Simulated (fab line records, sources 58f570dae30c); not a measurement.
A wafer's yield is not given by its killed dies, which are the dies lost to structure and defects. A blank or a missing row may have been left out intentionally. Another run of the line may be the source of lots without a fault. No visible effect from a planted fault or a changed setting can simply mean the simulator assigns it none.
A lot that was struck, set against a sound lot    flow berkeley_cmos170    40 steps out of a route of 331
Sound: the wafers L179.1, L179.2, L179.6. The struck wafers were L171.1, L171.3, L171.4. The cause is named last.
Order at every step that has rows: each side's tool, ch and its chambers, its first start. Under that, the readings that differ: sound wafers    struck wafers    difference of the means    sigmas: that difference in standard deviations of wafers without a fault.
alike: readings whose means differ by less than 2 such deviations, and words and numbers that are the same on both sides. not compared: withheld readings, readings that some wafer has no value for, bounds like >300 that may hide the same value, and numbers for which the record gives no deviation and whose values overlap.
The two part at a step that has a row with sigmas, a row that says differs or no value, or rows on one side only. Non-overlapping numbers with no deviation appear without sigmas and do not part them. Lack of a reading on every wafer of one side parts them only where that side has two or more wafers.

first, 4 steps without rows for these wafers: UCB170_PFIELD_SOFTBAKE_02 (time 60 s); UCB170_PFIELD_EXPOSE_03 (exposes mask PFIELD, target cd 1500 nm); UCB170_PFIELD_PEB_04; UCB170_PFIELD_DEVELOP_05 (develop time 45 s).
UCB170_PFIELD_OVL_MEAS_06:
  struck on overlay-02, day 6 03:24; sound on overlay-02, day 7 09:42
  alike: PFIELD_OVL
after that, 1 step had no rows for these wafers: UCB170_PFIELD_IMPLANT_07.
UCB170_PFIELD_STRIP_08: strips in O2.
  sound on plasma_asher-02 ch 0,1, day 7 09:53; struck on plasma_asher-01 ch 0,1, day 6 03:35
  alike: drypump_motor_current_A, oes_product_au, strip_time_to_endpoint_s
  not compared: rf_hours_counter_h
UCB170_PFIELD_TW_MEAS_09:
  struck on film_metro-02, day 6 03:41; sound on film_metro-02, day 7 09:59
  alike: PFIELD_TW
then, 2 steps without rows for these wafers: UCB170_FIELD_CLEAN_00 (cleans in dHF, time 7.5 s); UCB170_FIELD_OXIDATION_01 (target thk 558.3 nm, ox time 7200 s).
UCB170_FIELD_THK_MEAS_02:
  struck on film_metro-01, day 6 08:26; sound on film_metro-02, day 7 15:52
reading               sound        struck       difference  sigmas
FIELD_OXIDE_THK (nm)  547 552 546  566 566 568  +18         +2
then, 1 step without rows for these wafers: UCB170_FIELD_ANNEAL_03 (time 1200 s).
UCB170_FIELD_WET_ETCH_04: etches SiO2 in dHF, time 60 s.
  sound on wet_bench-03 ch 1, day 7 18:32; struck on wet_bench-04 ch 2, day 6 11:37
  no value came back on the struck wafers for bath_heat_duty_pct (%), run_length_s (s); on the sound wafers bath_heat_duty_pct (%) reads 6.6 7.4 7.0
reading                                       sound              struck             difference  sigmas
model.SiO2_of_FIELD_OXIDATION_01.thk_nm (nm)  513.1 518.9 511.8  565.9 565.9 568.3  +52.1       
then, 1 step without rows for these wafers: UCB170_FIELD_WET_ETCH_05 (etches Si3N4 in H3PO4, time 12600 s).
UCB170_FIELD_WET_ETCH_06: etches SiO2 in BOE, time 22 s.
  sound on wet_bench-03 ch 1, day 7 22:14; struck on wet_bench-01 ch 3, day 6 15:08
reading                                       sound              struck             difference  sigmas
run_length_s (s)                              48.0 48.0 48.0     53.2 53.2 53.2     +5.2        +2
model.SiO2_of_FIELD_OXIDATION_01.thk_nm (nm)  429.8 435.3 428.7  481.8 482.1 484.2  +51.4       
  alike: bath_heat_duty_pct
UCB170_FIELD_THK_MEAS_90:
  struck on film_metro-03, day 6 15:23; sound on film_metro-02, day 7 22:15
reading                      sound        struck       difference  sigmas
FIELD_OXIDE_LEFT_1_THK (nm)  430 435 429  482 482 484  +51         +6
  not compared: hold
then, 10 steps without rows for these wafers: UCB170_SACOX_OXIDATION_01 (target thk 14.4 nm, ox time 2400 s); UCB170_SCREENOX_WET_ETCH_00 (etches SiO2 in dHF, time 200 s); UCB170_SCREENOX_OXIDATION_01 (target thk 14.4 nm, ox time 2400 s); UCB170_SCREENOX_ANNEAL_03 (time 900 s); UCB170_NVT_HMDS_00 (prime time 60 s); UCB170_NVT_COAT_01 (resist thk 900 nm); UCB170_NVT_SOFTBAKE_02 (time 60 s); UCB170_NVT_EXPOSE_03 (exposes mask PWELL, target cd 3000 nm); UCB170_NVT_PEB_04; UCB170_NVT_DEVELOP_05 (develop time 45 s).
UCB170_NVT_OVL_MEAS_06:
  struck on overlay-02, day 7 00:57; sound on overlay-02, day 8 17:37
  alike: NVT_OVL
after that, 1 step had no rows for these wafers: UCB170_NVT_IMPLANT_07.
UCB170_NVT_STRIP_08: strips in O2.
  sound on plasma_asher-03 ch 0,1, day 8 17:49; struck on plasma_asher-03 ch 0,1, day 7 01:10
  alike: drypump_motor_current_A, oes_product_au, strip_time_to_endpoint_s
  not compared: rf_hours_counter_h
UCB170_NVT_TW_MEAS_09:
  struck on film_metro-02, day 7 01:16; sound on film_metro-02, day 8 17:55
  alike: NVT_TW
then, 7 steps without rows for these wafers: UCB170_NVT_CLEAN_10 (cleans in SPM, time 600 s); UCB170_PVT_HMDS_00 (prime time 60 s); UCB170_PVT_COAT_01 (resist thk 900 nm); UCB170_PVT_SOFTBAKE_02 (time 60 s); UCB170_PVT_EXPOSE_03 (exposes mask NWELL, target cd 3000 nm); UCB170_PVT_PEB_04; UCB170_PVT_DEVELOP_05 (develop time 45 s).
UCB170_PVT_OVL_MEAS_06:
  struck on overlay-02, day 7 04:47; sound on overlay-02, day 8 19:55
  alike: PVT_OVL
after that, 1 step had no rows for these wafers: UCB170_PVT_IMPLANT_07.
UCB170_FIELD_THK_MEAS_91:
  struck on film_metro-01, day 7 05:37; sound on film_metro-03, day 8 20:20
reading                      sound        struck       difference  sigmas
FIELD_OXIDE_LEFT_2_THK (nm)  340 346 339  392 393 395  +52         +6
  not compared: hold

== WHERE THEY PART ==
Earliest at UCB170_FIELD_THK_MEAS_02; latest, in this record, at UCB170_FIELD_THK_MEAS_91.

WHY: what had been put in by the simulator
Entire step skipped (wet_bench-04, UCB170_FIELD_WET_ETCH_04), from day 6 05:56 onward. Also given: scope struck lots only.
